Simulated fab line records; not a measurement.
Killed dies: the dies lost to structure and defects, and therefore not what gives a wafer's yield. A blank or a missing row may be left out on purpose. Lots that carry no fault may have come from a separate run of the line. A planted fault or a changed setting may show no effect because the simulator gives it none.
A lot that was struck, set against a sound lot -- flow rit cmos -- 17 steps out of a route of 202
Sound: the wafers L237.1, L237.2, L237.3. Struck: wafer L248.2. The cause comes at the end.
Order at every step that has rows: each side's tool, ch and its chambers, its first start. Under that, the readings that differ: sound wafers -- struck wafers -- difference of the means -- sigmas: that difference in standard deviations of wafers without a fault.
alike: words and numbers the same on both sides, and readings whose means are apart by under 2 such deviations; not compared: readings that were withheld, readings missing a value for some wafer, numbers with overlapping values and no deviation given by the record, and bounds like >300 which may hide the same value.
A row with sigmas, a row that says differs or no value, or rows on one side alone: a step with any of these is where the two part. When numbers do not overlap yet have no deviation, they are printed without sigmas and do not part them. A reading missing from all wafers of one side parts the sides only when that side holds two or more wafers.

first, 1 step without rows for these wafers: RIT_PSD_IMPLANT_08.
RIT_PSD_STRIP_09: strips in O2, time 180 s.
  sound on plasma asher-02 ch 0,1, day 4 10:23; struck on plasma asher-02 ch 0, day 6 08:11
  alike: drypump motor current A
  not compared: rf hours counter h
RIT_PSD_TW_MEAS_10:
  sound: film metro-02 at day 4 10:34; struck: film metro-02 at day 6 08:22
  alike: PSD_TW
then, 3 steps without rows for these wafers: RIT_SDANNEAL_CLEAN_00 (cleans in SC1, time 600 s); RIT_SDANNEAL_CLEAN_01 (cleans in dHF, time 30 s); RIT_SDANNEAL_CLEAN_02 (cleans in SC2, time 600 s).
RIT_SDANNEAL_RTA_03: time 5 s.
  sound on rtp anneal-02 ch 0, day 4 11:02; struck on rtp anneal-02 ch 0, day 6 08:49
  alike: wafer_temp_C_max
RIT_SDANNEAL_RS_MEAS_04: the measuring method here is four-point-probe.
  sound: film metro-04 at day 4 11:06; struck: film metro-04 at day 6 08:53
  alike: PSD_RS
RIT_SDANNEAL_RS_MEAS_05: the measuring method here is four-point-probe.
  sound: film metro-04 at day 4 11:13; struck: film metro-04 at day 6 09:01
  alike: NSD_RS
RIT_SDANNEAL_RS_MEAS_06: the measuring method here is four-point-probe.
  sound: film metro-04 at day 4 11:20; struck: film metro-04 at day 6 09:08
  alike: PLDD_RS
RIT_SDANNEAL_RS_MEAS_07: the measuring method here is four-point-probe.
  sound: film metro-04 at day 4 11:28; struck: film metro-04 at day 6 09:15
  alike: NLDD_RS
then, 1 step without rows for these wafers: RIT_SILICIDE_WET_ETCH_00 (etches SiO2 in BOE, target depth 14 nm, time 15 s).
RIT_SILICIDE_SPUTTER_01: material Ti, target thk 30 nm, time 240 s.
  sound: pvd sputter-04 at day 4 11:35; struck: pvd sputter-01 at day 6 09:22
reading,sound,struck,difference,sigmas
throttle valve pct (%),30.2 28.8 30.4,32.3,+2.5,+2
model.Ti_of_SILICIDE_SPUTTER_01.thk nm (nm),29.95 29.86 29.95,19.79,-10.13,
RIT_SILICIDE_RS_MEAS_02: the measuring method here is four-point-probe.
  sound: film metro-01 at day 4 11:44; struck: film metro-02 at day 6 09:49
reading,sound,struck,difference,sigmas
SILICIDE_TI_RS (ohm/sq),48.0 48.1 48.1,82.1,+34.0,+52
  not compared: hold
RIT_SILICIDE_THK_MEAS_03: measures by xrf.
  sound: film metro-01 at day 4 11:52; struck: film metro-03 at day 6 10:58
reading,sound,struck,difference,sigmas
SILICIDE_TI_THK (nm),30.0 30.0 30.1,19.8,-10.2,-29
  not compared: hold
RIT_SILICIDE_RTA_04: time 10 s, ramp up 5 s, ramp down 5 s.
  sound on rtp anneal-01 ch 0, day 4 11:55; struck on rtp anneal-02 ch 0, day 6 12:47
reading,sound,struck,difference,sigmas
hold,- - -,await dispo/1.8h/release,no value on the sound wafers,
wafer_temp_C_max,654.5 656.5 656.5,651.6,-4.2,-3
RIT_M1_PROBE_99:
  the record has rows for the sound wafers here (prober-01, day 4 18:32) and none for the struck ones

## WHERE THEY PART
Last at RIT_M1_PROBE_99 as far as this record goes, first at RIT_SILICIDE_SPUTTER_01.

WHY: whatever the simulator had introduced
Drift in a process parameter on pvd sputter-01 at RIT_SILICIDE_SPUTTER_01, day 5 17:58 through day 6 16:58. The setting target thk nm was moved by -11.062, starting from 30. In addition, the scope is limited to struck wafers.
